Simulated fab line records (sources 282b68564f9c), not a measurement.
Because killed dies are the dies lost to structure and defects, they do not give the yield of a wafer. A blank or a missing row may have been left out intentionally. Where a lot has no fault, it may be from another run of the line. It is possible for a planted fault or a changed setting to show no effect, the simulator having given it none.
What tool caused it? -- flow rit-cmos -- 14 lots, 42 wafers sampled, at 2 steps of a route of 202

WHAT THE GAUGES READ, wafer by wafer
The record lacks any reading of a measuring or inspecting step that a usual standard deviation could be used to judge.

WHICH TOOL RAN EACH LOT (tool, then ch and the chambers of the sampled wafers, then the start)
lot,RIT_M1_HARDBAKE_11,RIT_M1_PROBE_99
L237,"litho-track-03 ch 0, day 3 07:59","prober-01, day 3 10:29"
L238,"litho-track-02 ch 0, day 3 12:44","prober-02, day 3 16:22"
L239,"litho-track-01 ch 0, day 3 17:42","prober-01, day 3 20:31"
L241,"litho-track-01 ch 0, day 4 03:41","prober-01, day 4 06:11"
L243,"litho-track-03 ch 0, day 4 13:07","prober-01, day 4 15:40"
L247,"litho-track-01 ch 0, day 5 08:14","prober-01, day 5 10:45"
L250,"litho-track-02 ch 0, day 6 01:22","prober-02, day 6 03:52"
L251,"litho-track-03 ch 0, day 6 04:48","prober-01, day 6 07:19"
L252,"litho-track-02 ch 0, day 6 09:03","prober-02, day 6 11:44"
L256,"litho-track-02 ch 0, day 7 06:14","prober-02, day 7 08:44"
L257,"litho-track-03 ch 0, day 7 11:08","prober-01, day 7 14:38"
L258,"litho-track-02 ch 0, day 7 15:39","prober-02, day 7 18:09"
L259,"litho-track-03 ch 0, day 7 19:16","prober-01, day 7 21:46"
L260,"litho-track-02 ch 0, day 8 03:10","prober-02, day 8 05:40"
- RIT_M1_HARDBAKE_11: time 120 s.
- RIT_M1_PROBE_99

AS READ BY THE TOOLS THEMSELVES (means over the sampled wafers that have a number; for cases with no such wafer, the mark the record gives instead)
RIT_M1_HARDBAKE_11. Usual: heater-power-total-W 52.04 W, standard deviation 0.065; plate-temp-C 140.02 C, standard deviation 0.13.
lot,tool,heater-power-total-W (W),plate-temp-C (C),flag
L237,litho-track-03,52.09,140.32,
L238,litho-track-02,52.02,139.85,
L239,litho-track-01,52.03,140.04,
L241,litho-track-01,50.65,136.98,OFF
L243,litho-track-03,52.04,139.95,
L247,litho-track-01,50.64,137.07,OFF
L250,litho-track-02,51.98,140.12,
L251,litho-track-03,51.98,140.22,
L252,litho-track-02,52.00,140.07,
L256,litho-track-02,52.04,139.79,
L257,litho-track-03,52.05,140.11,
L258,litho-track-02,52.04,140.01,
L259,litho-track-03,51.98,140.01,
L260,litho-track-02,52.02,140.04,

RIT_M1_PROBE_99. Usual: defect-limited-yield 97.5 %, standard deviation 1.1; killed_at_M0_to_M3 0.0, standard deviation 0.083; killed-at-contacts 0.1, standard deviation 0.32; killed-at-front-end 7, standard deviation 3; killed-dies 7, standard deviation 3; killed-open 3.4, standard deviation 2.2; killed-short 3.3, standard deviation 1.8; sort_bin_3_pad_short 0.2 %, standard deviation 0.25; sort_bin_5_function 1.5 %, standard deviation 0.79; sort_bin_6_memory 0.9 %, standard deviation 0.65; sort-n-pass 257, standard deviation 3; sort-yield-pct 97.5 %, standard deviation 1.1.
lot,tool,defect-limited-yield (%),killed_at_M0_to_M3,killed-at-contacts,killed-at-front-end,killed-dies,killed-open,killed-short,sort_bin_3_pad_short (%),sort_bin_5_function (%),sort_bin_6_memory (%),sort-n-pass,sort-yield-pct (%),flag
L237,prober-01,98.2,0.0,0.0,5,5,2.3,2.3,0.3,1.1,0.4,259,98.2,
L238,prober-02,97.4,0.0,0.3,7,7,4.0,3.0,0.3,1.6,0.8,257,97.4,
L239,prober-01,97.1,0.0,0.7,7,8,4.0,3.7,0.0,2.3,0.7,256,97.1,
L241,prober-01,96.8,0.0,0.0,8,8,4.7,3.7,0.1,2.1,0.9,256,96.8,
L243,prober-01,97.2,0.0,0.0,7,7,3.3,4.0,0.0,1.6,1.2,257,97.2,
L247,prober-01,98.6,0.0,0.0,4,4,2.0,1.7,0.0,0.9,0.5,260,98.6,
L250,prober-02,97.6,0.0,0.0,6,6,3.7,2.7,0.3,1.5,0.7,258,97.6,
L251,prober-01,97.3,0.0,0.0,7,7,2.3,4.7,0.1,1.5,1.0,257,97.3,
L252,prober-02,98.0,0.0,0.7,5,5,2.7,2.7,0.3,1.3,0.5,259,98.0,
L256,prober-02,97.3,0.3,0.3,6,7,4.0,3.0,0.1,1.8,0.8,257,97.3,OFF
L257,prober-01,96.8,0.0,0.0,8,8,4.3,4.0,0.1,1.9,1.1,256,96.8,
L258,prober-02,97.1,0.0,0.0,8,8,4.3,3.3,0.0,2.0,0.9,256,97.1,
L259,prober-01,97.3,0.0,0.0,7,7,2.7,4.3,0.4,1.2,1.1,257,97.3,
L260,prober-02,96.0,0.0,0.0,11,11,7.0,3.7,0.3,2.1,1.6,253,96.0,

THE ANSWER, worked out from the rows above alone
Rule: lot off if the mean of its wafers having a number is beyond 3 standard deviations from the usual mean. A lot without any number at a reading at which 4 lots or more have one is off too. Where the step has rows for the other lots, those lots are counted as sound. First the gauges in route order, then the tools' own readings, where a lot's mean is used as printed above. The first step at which some lot is off is used, and at that step the reading that is off furthest; a lot without a number counts as furthest.
Off: L241, L247, at RIT_M1_HARDBAKE_11 (plate-temp-C).
A tool fits if, at that step or a process step before it, it ran every lot that is off, and no sound lot after the first of them. One candidate fits, namely litho-track-01 at RIT_M1_HARDBAKE_11. A fault onset in the window from L239 (day 3 17:42, its last sound lot) to L241 (day 4 03:41, its first lot off) fits.
The tool's own readings at RIT_M1_HARDBAKE_11 bear it out: on the lots that are off they differ by more than 5 times the standard deviation of the sound lots' means. heater-power-total-W reads 50.64 W there against 52.02 W on the sound lots; plate-temp-C reads 137.02 C there against 140.04 C on the sound lots.

WHAT HAD BEEN PUT IN BY THE SIMULATOR
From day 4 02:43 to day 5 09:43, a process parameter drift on litho-track-01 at RIT_M1_HARDBAKE_11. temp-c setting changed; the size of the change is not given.
Lots struck among those shown: L241, L247. The same result came from the rule above.
